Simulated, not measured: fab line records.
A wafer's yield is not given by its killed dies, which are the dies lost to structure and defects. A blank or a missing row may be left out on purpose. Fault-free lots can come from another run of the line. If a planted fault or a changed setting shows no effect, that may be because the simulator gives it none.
Lot-split experiment :: flow berkeley cmos170 :: 23 wafers read from 5 lots, route of 331 steps

## ABOUT THE SPLIT
At UCB170_PWELL_CVD_05 (deposits Si3N4 from SiH2Cl2/NH3, target thk 220 nm, time 3300 s), the setting time s was moved away from the recipe's 3300 s on 20 of the 23 wafers read, by -15.0% to +14.5%. For the rest of the wafers, this setting stayed at what the recipe calls for.

## FROM THE SPLIT TO THE READING: what the file shows between them, 4 steps
- UCB170_PWELL_THK_MEAS_06
- UCB170_PWELL_HMDS_07: prime time 60 s
- UCB170_PWELL_COAT_08: resist thk 900 nm
- UCB170_PWELL_DEVELOP_12: develop time 45 s

## THE READING
oes product au, in a.u., at UCB170_PWELL_ETCH_14 (etches Si3N4 in CH3F/Ar/O2, stops on SiO2, target depth 242 nm, time 151 s). A value of 0.933 a.u. with a standard deviation of 0.02 a.u. is what fault-free wafers of this fab line usually give.

wafer: L074.2
tool, chamber at the split: -, -
time s as run, s: 3130
against the recipe: -5.2%
oes product au, a.u.: 0.889
against lot-mates on the recipe: no lot-mate on the recipe

wafer: L074.3
tool, chamber at the split: -, -
time s as run, s: 3130
against the recipe: -5.2%
oes product au, a.u.: 0.886
against lot-mates on the recipe: no lot-mate on the recipe

wafer: L074.4
tool, chamber at the split: -, -
time s as run, s: 3130
against the recipe: -5.2%
oes product au, a.u.: 0.878
against lot-mates on the recipe: no lot-mate on the recipe

wafer: L074.5
tool, chamber at the split: -, -
time s as run, s: 3130
against the recipe: -5.2%
oes product au, a.u.: 0.887
against lot-mates on the recipe: no lot-mate on the recipe

wafer: L074.6
tool, chamber at the split: -, -
time s as run, s: 3130
against the recipe: -5.2%
oes product au, a.u.: 0.896
against lot-mates on the recipe: no lot-mate on the recipe

wafer: L076.1
tool, chamber at the split: lpcvd-01, 0
time s as run, s: 3300
against the recipe: recipe
oes product au, a.u.: 0.927
against lot-mates on the recipe: -

wafer: L076.2
tool, chamber at the split: lpcvd-01, 0
time s as run, s: 3300
against the recipe: recipe
oes product au, a.u.: 0.927
against lot-mates on the recipe: -

wafer: L076.3
tool, chamber at the split: lpcvd-01, 0
time s as run, s: 3300
against the recipe: recipe
oes product au, a.u.: 0.913
against lot-mates on the recipe: -

wafer: L080.1
tool, chamber at the split: -, -
time s as run, s: 2806
against the recipe: -15.0%
oes product au, a.u.: 0.872
against lot-mates on the recipe: no lot-mate on the recipe

wafer: L080.2
tool, chamber at the split: -, -
time s as run, s: 2806
against the recipe: -15.0%
oes product au, a.u.: 0.873
against lot-mates on the recipe: no lot-mate on the recipe

wafer: L080.3
tool, chamber at the split: -, -
time s as run, s: 2806
against the recipe: -15.0%
oes product au, a.u.: 0.868
against lot-mates on the recipe: no lot-mate on the recipe

wafer: L080.4
tool, chamber at the split: -, -
time s as run, s: 2806
against the recipe: -15.0%
oes product au, a.u.: 0.878
against lot-mates on the recipe: no lot-mate on the recipe

wafer: L080.6
tool, chamber at the split: -, -
time s as run, s: 2806
against the recipe: -15.0%
oes product au, a.u.: 0.876
against lot-mates on the recipe: no lot-mate on the recipe

wafer: L082.1
tool, chamber at the split: -, -
time s as run, s: 3777
against the recipe: +14.5%
oes product au, a.u.: 1.010
against lot-mates on the recipe: no lot-mate on the recipe

wafer: L082.2
tool, chamber at the split: -, -
time s as run, s: 3777
against the recipe: +14.5%
oes product au, a.u.: 0.981
against lot-mates on the recipe: no lot-mate on the recipe

wafer: L082.3
tool, chamber at the split: -, -
time s as run, s: 3777
against the recipe: +14.5%
oes product au, a.u.: 1.026
against lot-mates on the recipe: no lot-mate on the recipe

wafer: L082.4
tool, chamber at the split: -, -
time s as run, s: 3777
against the recipe: +14.5%
oes product au, a.u.: 1.010
against lot-mates on the recipe: no lot-mate on the recipe

wafer: L082.6
tool, chamber at the split: -, -
time s as run, s: 3777
against the recipe: +14.5%
oes product au, a.u.: 0.990
against lot-mates on the recipe: no lot-mate on the recipe

wafer: L084.1
tool, chamber at the split: -, -
time s as run, s: 3661
against the recipe: +10.9%
oes product au, a.u.: 0.955
against lot-mates on the recipe: no lot-mate on the recipe

wafer: L084.2
tool, chamber at the split: -, -
time s as run, s: 3661
against the recipe: +10.9%
oes product au, a.u.: 0.977
against lot-mates on the recipe: no lot-mate on the recipe

wafer: L084.3
tool, chamber at the split: -, -
time s as run, s: 3661
against the recipe: +10.9%
oes product au, a.u.: 0.965
against lot-mates on the recipe: no lot-mate on the recipe

wafer: L084.4
tool, chamber at the split: -, -
time s as run, s: 3661
against the recipe: +10.9%
oes product au, a.u.: 0.960
against lot-mates on the recipe: no lot-mate on the recipe

wafer: L084.5
tool, chamber at the split: -, -
time s as run, s: 3661
against the recipe: +10.9%
oes product au, a.u.: 0.969
against lot-mates on the recipe: no lot-mate on the recipe

THE FIT
A straight line over all 23 wafers: oes product au changes by +0.00438 a.u. for each +1% of time s; r = +0.95; the points scatter about the line by 0.016 a.u.
Too few moved wafers have a lot-mate on the recipe to fit a line with each lot's own level taken away.

## THE WHOLE CHAIN: every reading that the file lists as answering this split, in the file's order
step: UCB170_PWELL_CVD_05
what it does: deposits Si3N4 from SiH2Cl2/NH3, target thk 220 nm, time 3300 s
reading: Si3N4_of_PWELL_CVD_05.thk nm (the simulator's own value, which no gauge read)
change (the file's fit): +2.1 nm for each +1% of the setting
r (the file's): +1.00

step: UCB170_PWELL_THK_MEAS_06
what it does: 
reading: PWELL_NITRIDE_THK
change (the file's fit): +2.1 for each +1% of the setting
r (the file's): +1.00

step: UCB170_PWELL_ETCH_14
what it does: etches Si3N4 in CH3F/Ar/O2, stops on SiO2, target depth 242 nm, time 151 s
reading: oes product au
change (the file's fit): +0.00437 a.u. for each +1% of the setting
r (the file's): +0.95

step: UCB170_PWELL_ETCH_14
what it does: etches Si3N4 in CH3F/Ar/O2, stops on SiO2, target depth 242 nm, time 151 s
reading: etch.depth nm (the simulator's own value, which no gauge read)
change (the file's fit): +1.92 nm for each +1% of the setting
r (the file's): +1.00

## FILE'S OWN FIT
oes product au changes by +0.00437 a.u. for each +1% of time s, r = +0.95.
